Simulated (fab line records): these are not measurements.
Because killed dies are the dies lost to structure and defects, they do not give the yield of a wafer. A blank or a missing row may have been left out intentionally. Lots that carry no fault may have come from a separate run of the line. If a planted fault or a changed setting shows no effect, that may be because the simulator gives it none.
Matching of chambers -- flow berkeley-cmos170 -- UCB170_M3_STRIP_08 on wet-bench-02: 4 sister chambers
The step strips KrF in DMSO, time 600 s. 20 wafers are shown with their chamber, then 10 later ones without.

== WAFERS WITH THEIR CHAMBER ==
wafer,chamber,bath-guard-temp-C (C),bath-heat-duty-pct (%)
L198.1,3,79.3,18.4
L198.2,3,79.4,19.8
L198.6,3,78.8,17.9
L197.3,2,81.1,20.5
L197.4,2,81.1,20.3
L197.5,2,81.0,21.1
L196.2,0,80.8,16.4
L196.4,0,80.3,18.0
L196.6,0,80.1,16.0
L199.2,0,80.5,15.8
L199.3,0,80.4,17.7
L199.5,0,80.5,16.6
L210.3,0,80.8,16.7
L210.4,0,80.7,17.9
L210.5,0,80.8,16.8
L209.1,1,80.8,17.8
L209.2,1,81.0,17.3
L209.6,1,80.8,18.3
L211.1,1,80.4,17.3
L211.3,1,80.9,17.5

SIGNATURES (means of the wafers above)
reading,chamber 0,chamber 1,chamber 2,chamber 3,scatter within a chamber
bath-guard-temp-C,80.544,80.780,81.067,79.167,0.24
bath-heat-duty-pct,16.878,17.640,20.633,18.700,0.718
Rule: a wafer lies at a distance from a chamber equal to the root of the sum of squares, over the readings, of (its reading less the chamber's mean, divided by the reading's scatter). If the next closest chamber is less than 2 further off than the closest, the wafer can't be placed; otherwise it belongs to the closest. The scatter is the square root of a quotient: the sum, over the shown wafers, of each reading's squared deviation from its chamber's mean, divided by wafers minus chambers.

== WAFERS WHOSE CHAMBER IS MISSING ==
wafer,bath-guard-temp-C (C),bath-heat-duty-pct (%)
L211.6,80.6,18.7
L214.1,80.7,19.1
L214.4,80.8,19.0
L214.5,80.8,17.4
L216.1,80.9,19.0
L216.2,80.4,17.8
L216.6,80.8,17.7
L219.3,81.2,20.7
L219.4,80.8,21.2
L219.5,80.9,21.1

== WHICH CHAMBER EACH WENT THROUGH ==
wafer,from the rows above,in truth
L211.6,can't be placed: 1 or 0 or 2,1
L214.1,can't be placed: 1 or 2 or 0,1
L214.4,can't be placed: 1 or 2 or 0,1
L214.5,can't be placed: 1 or 0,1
L216.1,can't be placed: 1 or 2 or 0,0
L216.2,can't be placed: 0 or 1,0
L216.6,can't be placed: 1 or 0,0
L219.3,2,2
L219.4,2,2
L219.5,2,2
Placed correctly: 3 of 10. Cannot be placed on the basis of these rows: 7; the candidates contain the true chamber in 7. Number placed wrongly: 0.
